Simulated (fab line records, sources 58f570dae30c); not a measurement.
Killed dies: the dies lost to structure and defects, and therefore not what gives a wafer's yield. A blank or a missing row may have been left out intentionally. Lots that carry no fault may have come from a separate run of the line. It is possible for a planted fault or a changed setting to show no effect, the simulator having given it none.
The tool behind it: which one? | flow berkeley_cmos170 | 12 lots, 36 wafers sampled, at 1 step of a route of 331

## WHAT THE GAUGES READ, wafer by wafer
UCB170_START_THK_MEAS_03.
lot  | measured    | on            | START_OXIDE_THK (nm)
L075 | day 1 23:19 | film_metro-01 | 20.7 20.6 20.4
L077 | day 2 07:37 | film_metro-02 | 20.1 19.9 19.8
L079 | day 2 13:01 | film_metro-02 | 20.1 19.8 20.5
L081 | day 3 04:02 | film_metro-03 | 19.6 19.9 19.6
L083 | day 3 12:24 | film_metro-03 | 19.8 19.4 19.6
L085 | day 3 21:12 | film_metro-02 | 19.8 19.8 19.7
L088 | day 4 10:15 | film_metro-02 | 19.3 19.9 19.6
L089 | day 4 21:37 | film_metro-02 | 20.2 20.5 20.5
L091 | day 5 04:23 | film_metro-01 | 20.6 20.3 20.4
L094 | day 5 19:28 | film_metro-01 | 20.4 20.0 20.2
L095 | day 6 04:29 | film_metro-02 | 20.4 20.3 20.5
L097 | day 6 11:24 | film_metro-03 | 20.0 20.0 20.0

## WHICH TOOL RAN EACH LOT (tool, then ch and the chambers of the sampled wafers, then the start)
The record shows no process step preceding these readings.

## THE ANSWER, worked out from the rows above alone
Rule: usual is defined by the lots themselves. The widest of any qualifying gaps counts: lots, ordered by their means at a reading, are off when they make up no more than a third of the lots, leave a main group of 4 or more, and stand apart from it by 3 or more times the standard deviation of that group's means. A main group is skipped when, at the precision printed for the reading in the tables above, its means are all equal. A lot without any number at a reading at which 4 lots or more have one is off too. Where the step has rows for the other lots, those lots are counted as sound.
No lot is off at any reading shown: from this, nothing can be told.

## WHAT THE SIMULATOR PUT IN
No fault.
